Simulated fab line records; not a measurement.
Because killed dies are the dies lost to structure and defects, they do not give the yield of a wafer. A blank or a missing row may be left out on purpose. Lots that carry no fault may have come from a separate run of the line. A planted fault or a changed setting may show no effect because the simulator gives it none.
Struck lot and sound lot, side by side	flow rit_cmos	15 steps out of a route of 202
Sound: these wafers, L549.2, L549.4, L549.6. The struck wafers were L556.1, L556.5, L556.6. The cause is given at the end.
At each step with rows: each side's tool, then ch and its chambers, then its first start. Under that, the readings that differ: sound wafers	struck wafers	difference of the means	sigmas: that difference in standard deviations of wafers without a fault.
alike: readings with means less than 2 such deviations apart, plus words and numbers identical on both sides. not compared: withheld readings, readings lacking a value on some wafer, bounds such as >300 that could conceal the same value, and numbers that have no deviation in the record and whose values overlap.
The two part at a step that has a row with sigmas, a row that says differs or no value, or rows on one side only. When numbers do not overlap yet have no deviation, they are printed without sigmas and do not part them. A reading that every wafer of one side lacks parts them only if that side has two wafers or more.

first, 2 steps without rows for these wafers: RIT_PLDD_HARDBAKE_07 (time 60 s); RIT_PLDD_IMPLANT_08.
RIT_PLDD_STRIP_09: strips in O2, time 180 s.
  sound on plasma_asher-04 ch 1, day 4 20:27; struck on plasma_asher-02 ch 0,1, day 6 03:42
  alike: drypump_motor_current_A
  not compared: rf_hours_counter_h
RIT_PLDD_TW_MEAS_10:
  sound on film_metro-03 at day 4 20:38; struck on film_metro-01 at day 6 03:53
reading	sound	struck	difference	sigmas
PLDD_TW	2367 2369 2346	2307 2296 2293	-62	-2
then, 4 steps without rows for these wafers: RIT_SPACER_CLEAN_00 (cleans in SC1, time 600 s); RIT_SPACER_CLEAN_01 (cleans in dHF, time 30 s); RIT_SPACER_CLEAN_02 (cleans in SC2, time 600 s); RIT_SPACER_CVD_03 (deposits Si3N4 from SiH2Cl2/NH3, target thk 250 nm, time 3300 s).
RIT_SPACER_THK_MEAS_04:
  sound on film_metro-04 at day 4 23:28; struck on film_metro-03 at day 6 06:13
  alike: SPACER_NITRIDE_THK
RIT_SPACER_ETCHBACK_05: etches Si3N4 in SF6/CHF3, stops on SiO2, target depth 250 nm, time 240 s.
  sound on rie_diel-04 ch 0,1,3, day 4 23:31; struck on rie_diel-04 ch 0,3, day 6 06:17
  alike: drypump_motor_current_A, oes_product_au, throttle_valve_pct
  not compared: rf_hours_counter_h
then, 2 steps without rows for these wafers: RIT_NSD_HMDS_00 (prime time 60 s); RIT_NSD_COAT_01 (resist thk 1000 nm).
RIT_NSD_SOFTBAKE_02: time 60 s.
  sound on litho_track-01 ch 0, day 4 23:59; struck on litho_track-01 ch 0, day 6 06:44
reading	sound	struck	difference	sigmas
run_length_s (s)	89.29 89.24 89.28	97.10 97.05 97.19	+7.84	+39
  alike: exhaust_pa, plate_temp_C, resist_line_temp_C
then, 1 step without rows for these wafers: RIT_NSD_EXPOSE_03 (exposes mask M9, target cd 40700 nm).
RIT_M1_PROBE_99:
  the record holds rows for the sound wafers here (prober-02, day 5 10:40) but none for the struck ones

WHERE THEY PART
At RIT_PLDD_TW_MEAS_10 first; at RIT_M1_PROBE_99 last (within this record only).

WHY: whatever the simulator had introduced
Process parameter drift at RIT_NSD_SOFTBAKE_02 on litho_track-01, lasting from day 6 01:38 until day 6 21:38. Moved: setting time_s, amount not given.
